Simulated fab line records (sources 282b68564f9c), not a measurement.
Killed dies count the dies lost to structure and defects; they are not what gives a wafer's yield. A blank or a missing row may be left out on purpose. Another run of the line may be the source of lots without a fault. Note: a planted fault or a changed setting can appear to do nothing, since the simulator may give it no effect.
The tool behind it: which one? -- flow rit-cmos -- 21 wafers from 7 lots sampled at 2 of the route's 202 steps

WHAT THE GAUGES SHOWED, per wafer
RIT_PRETRO_TW_MEAS_10.
lot,measured,on,PRETRO_TW
L419,day 2 12:58,film-metro-02,471 471 474
L422,day 3 04:14,film-metro-04,470 472 467
L431,day 5 03:16,film-metro-02,474 473 474
L433,day 5 12:08,film-metro-04,407 405 406
L436,day 6 01:58,film-metro-04,468 471 468
L438,day 6 11:44,film-metro-02,474 475 474
L440,day 6 22:16,film-metro-02,471 474 471

TOOL THAT RAN EACH LOT (tool first, then ch and the chambers of the sampled wafers, then the start)
lot,RIT_PRETRO_IMPLANT_08
L419,"implanter-04 ch 0, day 2 12:38"
L422,"implanter-03 ch 0, day 3 03:55"
L431,"implanter-04 ch 0, day 5 02:57"
L433,"implanter-03 ch 0, day 5 11:48"
L436,"implanter-04 ch 0, day 6 01:39"
L438,"implanter-01 ch 0, day 6 11:25"
L440,"implanter-04 ch 0, day 6 21:58"
- RIT_PRETRO_IMPLANT_08

THE ANSWER, worked out from the rows above alone
Rule: what is usual is taken from the lots themselves. Put in order of their means at a reading, lots are off if they are a third of the lots or fewer, leave a main group of 4 or more, and stand apart from it by a gap of 3 or more times the standard deviation of the main group's means; of several such gaps the widest counts. A main group is skipped when, at the precision printed for the reading in the tables above, its means are all equal. Also off: a lot with no number at a reading for which 4 or more lots have one. Where the step has rows for the other lots, those lots are counted as sound.
Off: L433, at RIT_PRETRO_TW_MEAS_10 (PRETRO_TW). For the main group the mean is 472 and the standard deviation 1.9.
If a tool, at a process step before that reading, ran all the lots that are off and no sound lot after the first of them, it fits. Gauges at RIT_PRETRO_TW_MEAS_10: tried the same way as those tools. One fits: implanter-03 at RIT_PRETRO_IMPLANT_08. Its last sound lot is L422 (day 3 03:55), its first lot that is off L433 (day 5 11:48): a fault that began between those two fits.

WHAT WAS PUT IN BY THE SIMULATOR
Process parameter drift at RIT_PRETRO_IMPLANT_08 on implanter-03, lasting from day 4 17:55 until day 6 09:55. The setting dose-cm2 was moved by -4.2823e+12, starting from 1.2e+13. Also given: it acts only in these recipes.
Shown lots that were struck: L433. This agrees with what the rule above found.
